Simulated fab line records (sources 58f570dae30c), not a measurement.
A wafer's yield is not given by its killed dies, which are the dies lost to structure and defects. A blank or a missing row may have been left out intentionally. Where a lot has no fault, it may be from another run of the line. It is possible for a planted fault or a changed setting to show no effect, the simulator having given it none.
fab line records ; flow berkeley-cmos170
record lots=5; wafers=27
route steps=331 shown M3@327
start-h: hours from the record's first day to the start of the lot's first wafer shown ; wait-h: hours from the lot's prior step to this one ; " same as the row above ; L1.1+2: one row covering several wafers at once ; - value missing, or start not given ; * or withheld: withheld ; < > ~ a bound
route shown NAME@n: a module of which the file shows steps, and the number in the route of the first ; usual: mean/standard deviation taken from wafers without a fault ; same: alike in all rows ; chamber/n: place in a boat ; sites: per-site readings ; _std_site: the values' standard deviation ; _edge_site: inner sites' mean taken away from outer sites' mean ; radius-mm: for every site, how far away it sits from the centre of the wafer ; mask NAME#n: copy n ; behind: the tool/chamber that last shaped the wafer ; hold: what put the lot on hold/how long, in hours/how the hold closed ; device: transistor that didn't switch, given as n, p or np ; end of line: the route-end tests of the same wafers ; where a step has no rows: the recipe by itself ; killed: the dies lost at the first sort to structure and to defects; this is not the yield of the wafer ; map: per-die view of a wafer (x killed, . not killed, _ where there is no die)
set.NAME: setting as actually run; set.NAME@STEP: the setting as run at that earlier step ; model.NAME: the simulator's own value behind a step, which no gauge read
lots whose settings were changed on purpose; a table a step, a row a wafer
## steps
# step UCB170_M3_METAL_ETCH_18
# recipe chemistry=Cl2/BCl3; target=Al; stop-on=SiO2; pressure-mtorr=12; target-depth-a=11700; over-etch-frac=0.3; time-s=195; icp-w=600; bias-w=120; Cl2_flow_sccm=90; bcl3-flow-sccm=45
lot.wafer;tool;chamber;start-h;wait-h;set.time-s;model.M3.feature-depth-nm;model.etch.depth-nm;model.KrF_of_M3_COAT_10.thk-nm
L074.1;rie-metal-03;1;151.10;-;195;966.1;905.9;171.2
L074.2;rie-metal-03;0;151.10;-;195;937.2;880;200.5
L074.3;rie-metal-03;0;151.10;-;141.5;857;857;392.5
L074.4;rie-metal-03;1;151.10;-;141.5;943.1;899.1;365.8
L074.5;rie-metal-03;1;151.10;-;141.5;898.2;898.2;369.2
L074.6;rie-metal-03;0;151.10;-;195;939.5;882.1;198
L077.1;rie-metal-03;0;180.79;-;195;930.1;873.5;204.5
L077.2;rie-metal-03;1;180.79;-;195;936;876;173.6
L077.3;rie-metal-03;1;180.79;-;195;947.8;888.1;182.3
L077.4;rie-metal-03;0;180.79;-;195;945.1;888.5;206
L077.5;rie-metal-03;0;180.79;-;195;928.2;871.8;208.5
L077.6;rie-metal-03;1;180.79;-;195;956.7;896.6;173.1
L079.1;rie-metal-03;1;188.55;-;195;949.2;889.5;174.2
L079.2;rie-metal-03;0;188.55;-;195;945.9;889.2;202.5
L079.4;rie-metal-03;1;188.55;-;195;948.1;888;167.5
L080.1;rie-metal-01;0;190.44;-;195;948.7;891;195.8
L080.2;rie-metal-01;1;190.44;-;308.6;1004;907.7;0
L080.3;rie-metal-01;0;190.44;-;195;952.1;893.9;191.3
L080.4;rie-metal-01;1;190.44;-;308.6;1005;908.2;0
L080.5;rie-metal-01;0;190.44;-;195;968.2;910.7;197.3
L080.6;rie-metal-01;1;190.44;-;308.6;990.9;895;0
L083.1;rie-metal-02;0;200.18;-;195;941.3;886.2;229.7
L083.2;rie-metal-02;1;200.18;-;195;962.8;906.8;212.5
L083.3;rie-metal-02;1;200.18;-;91.46;544.9;544.9;571.9
L083.4;rie-metal-02;0;200.18;-;195;956.9;901.2;224.3
L083.5;rie-metal-02;0;200.18;-;91.46;540;540;579
L083.6;rie-metal-02;1;200.18;-;91.46;542.4;542.4;573
# step UCB170_M3_STRIP_19
# recipe chemistry=O2; power-w=400; pressure-mtorr=3500; platen-temp-c=withheld; o2-flow-sccm=400; overash-fraction=0.5
# usual oes-product-au=0.531/0.018
lot.wafer;tool;chamber;start-h;wait-h;set.time-s@M3_METAL_ETCH_18;oes-product-au
L074.1;plasma-asher-02;0;151.29;0.1;195;0.497
L074.2;plasma-asher-02;1;151.29;0.1;195;0.531
L074.3;plasma-asher-02;1;151.29;0.1;141.5;0.717
L074.4;plasma-asher-02;0;151.29;0.1;141.5;0.707
L074.5;plasma-asher-02;1;151.29;0.1;141.5;0.707
L074.6;plasma-asher-02;0;151.29;0.1;195;0.534
L077.1;plasma-asher-04;1;180.98;0.1;195;0.529
L077.2;plasma-asher-04;0;180.98;0.1;195;0.501
L077.3;plasma-asher-04;0;180.98;0.1;195;0.511
L077.4;plasma-asher-04;1;180.98;0.1;195;0.536
L077.5;plasma-asher-04;1;180.98;0.1;195;0.536
L077.6;plasma-asher-04;0;180.98;0.1;195;0.501
L079.1;plasma-asher-04;0;188.74;0.1;195;0.506
L079.2;plasma-asher-04;1;188.74;0.1;195;0.532
L079.4;plasma-asher-04;0;188.74;0.1;195;0.494
L080.1;plasma-asher-02;1;190.63;0.1;195;0.520
L080.2;plasma-asher-02;0;190.63;0.1;308.6;0.312
L080.3;plasma-asher-02;1;190.63;0.1;195;0.525
L080.4;plasma-asher-02;0;190.63;0.1;308.6;0.307
L080.5;plasma-asher-02;1;190.63;0.1;195;0.525
L080.6;plasma-asher-02;0;190.63;0.1;308.6;0.318
L083.1;plasma-asher-04;1;200.36;0.1;195;0.568
L083.2;plasma-asher-04;0;200.36;0.1;195;0.540
L083.3;plasma-asher-04;0;200.36;0.1;91.46;0.720
L083.4;plasma-asher-04;1;200.36;0.1;195;0.555
L083.5;plasma-asher-04;1;200.36;0.1;91.46;0.719
L083.6;plasma-asher-04;0;200.36;0.1;91.46;0.717
# step UCB170_M3_CD_MEAS_90
# recipe target-cd-nm=700
# usual cd-nm=699/3.7
lot.wafer;tool;chamber;start-h;wait-h;set.time-s@M3_METAL_ETCH_18;cd-nm
L074.1;cd-sem-02;-;151.39;0.1;195;697
L074.2;cd-sem-02;-;151.39;0.1;195;694
L074.3;cd-sem-02;-;151.39;0.1;141.5;708
L074.4;cd-sem-02;-;151.39;0.1;141.5;711
L074.5;cd-sem-02;-;151.39;0.1;141.5;712
L074.6;cd-sem-02;-;151.39;0.1;195;695
L077.1;cd-sem-02;-;181.08;0.1;195;695
L077.2;cd-sem-02;-;181.08;0.1;195;695
L077.3;cd-sem-02;-;181.08;0.1;195;696
L077.4;cd-sem-02;-;181.08;0.1;195;695
L077.5;cd-sem-02;-;181.08;0.1;195;692
L077.6;cd-sem-02;-;181.08;0.1;195;694
L079.1;cd-sem-02;-;188.84;0.1;195;692
L079.2;cd-sem-02;-;188.84;0.1;195;696
L079.4;cd-sem-02;-;188.84;0.1;195;696
L080.1;cd-sem-02;-;191.08;0.4;195;702
L080.2;cd-sem-02;-;191.08;0.4;308.6;676
L080.3;cd-sem-02;-;191.08;0.4;195;701
L080.4;cd-sem-02;-;191.08;0.4;308.6;677
L080.5;cd-sem-02;-;191.08;0.4;195;701
L080.6;cd-sem-02;-;191.08;0.4;308.6;676
L083.1;cd-sem-01;-;200.46;0.1;195;703
L083.2;cd-sem-01;-;200.46;0.1;195;697
L083.3;cd-sem-01;-;200.46;0.1;91.46;722
L083.4;cd-sem-01;-;200.46;0.1;195;705
L083.5;cd-sem-01;-;200.46;0.1;91.46;730
L083.6;cd-sem-01;-;200.46;0.1;91.46;726
# step UCB170_M3_PROBE_99
lot.wafer;tool;chamber;start-h;wait-h;set.target-depth-a@SPACER_ETCHBACK_03;model.etest.pldd.line-ohm-um;model.etest.nldd.line-ohm-um;model.etest.pldd.rs-ohm-sq;model.etest.nldd.rs-ohm-sq
L074.1;prober-02;-;151.63;0.1;3760;1832;1263;1118;777
L074.2;prober-02;-;151.68;0.1;3760;1758;1225;1121;776.9
L074.3;prober-02;-;151.73;0.2;6012;6.26;6.115;3.718;3.66
L074.4;prober-02;-;151.78;0.2;6012;8.188;8.063;4.955;4.833
L074.5;prober-02;-;151.83;0.2;3760;1835;1254;1113;777.7
L074.6;prober-02;-;151.88;0.2;6012;6.428;6.198;3.713;3.644
L077.1;prober-01;-;181.32;0.1;3760;1802;1243;1119;790.8
L077.2;prober-01;-;181.37;0.1;3760;1784;1253;1126;794.1
L077.3;prober-01;-;181.42;0.2;3760;1822;1272;1128;789.9
L077.4;prober-01;-;181.47;0.2;2250;1858;1285;1140;786.5
L077.5;prober-01;-;181.52;0.2;2250;1824;1277;1131;790.4
L077.6;prober-01;-;181.57;0.2;2250;1801;1252;1131;786.1
L079.1;prober-01;-;189.08;0.1;3760;1847;1269;1135;776
L079.2;prober-01;-;189.13;0.1;3760;1781;1239;1102;764.2
L080.1;prober-02;-;191.32;0.1;3760;1782;1240;1118;761.1
L080.2;prober-02;-;191.37;0.1;3760;1836;1240;1111;751.6
L080.3;prober-02;-;191.42;0.2;3760;1817;1247;1119;757.9
L083.2;prober-02;-;200.75;0.1;5886;6.494;6.285;3.745;3.689
L083.3;prober-02;-;200.80;0.2;5886;6.427;6.203;3.755;3.716
L083.4;prober-02;-;200.85;0.2;5886;6.436;6.203;3.706;3.662
L083.6;prober-02;-;200.95;0.2;3760;1853;1241;1146;781.9
# killed by level:class
L079.1 GATE:geometric-particle:short=1 GATE:geometric-particle:open=1 SPACER:geometric-particle:open=1 CONTACT:geometric-particle:short=1 M2:geometric-particle:short=1 M3:geometric-particle:short=1
L079.2 PWELL:area-etch=5 V2:geometric-particle:short=1 M3:geometric-particle:short=1 ACTIVE:area-etch=1
## key
split step=UCB170_M3_METAL_ETCH_18; setting=time-s; stated=195; by=wafer
response step=UCB170_M3_METAL_ETCH_18; reading=model.M3.feature-depth-nm; shape=bent; at-lowest=542.4; at-stated=947.8; at-highest=999.8
response step=UCB170_M3_METAL_ETCH_18; reading=model.etch.depth-nm; shape=bent; at-lowest=542.4; at-stated=889.9; at-highest=903.7
response step=UCB170_M3_METAL_ETCH_18; reading=model.KrF_of_M3_COAT_10.thk-nm; change=-5.05; per=1%; r=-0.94
response step=UCB170_M3_STRIP_19; reading=oes-product-au; change=-0.00376; per=1%; r=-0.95
response step=UCB170_M3_CD_MEAS_90; reading=cd-nm; change=-0.456; per=1%; r=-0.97
split outside-this-file step=UCB170_SPACER_ETCHBACK_03 setting=target-depth-a
# split outside-this-file: this setting was split too, and the file shows its column; the key of that split is in another file
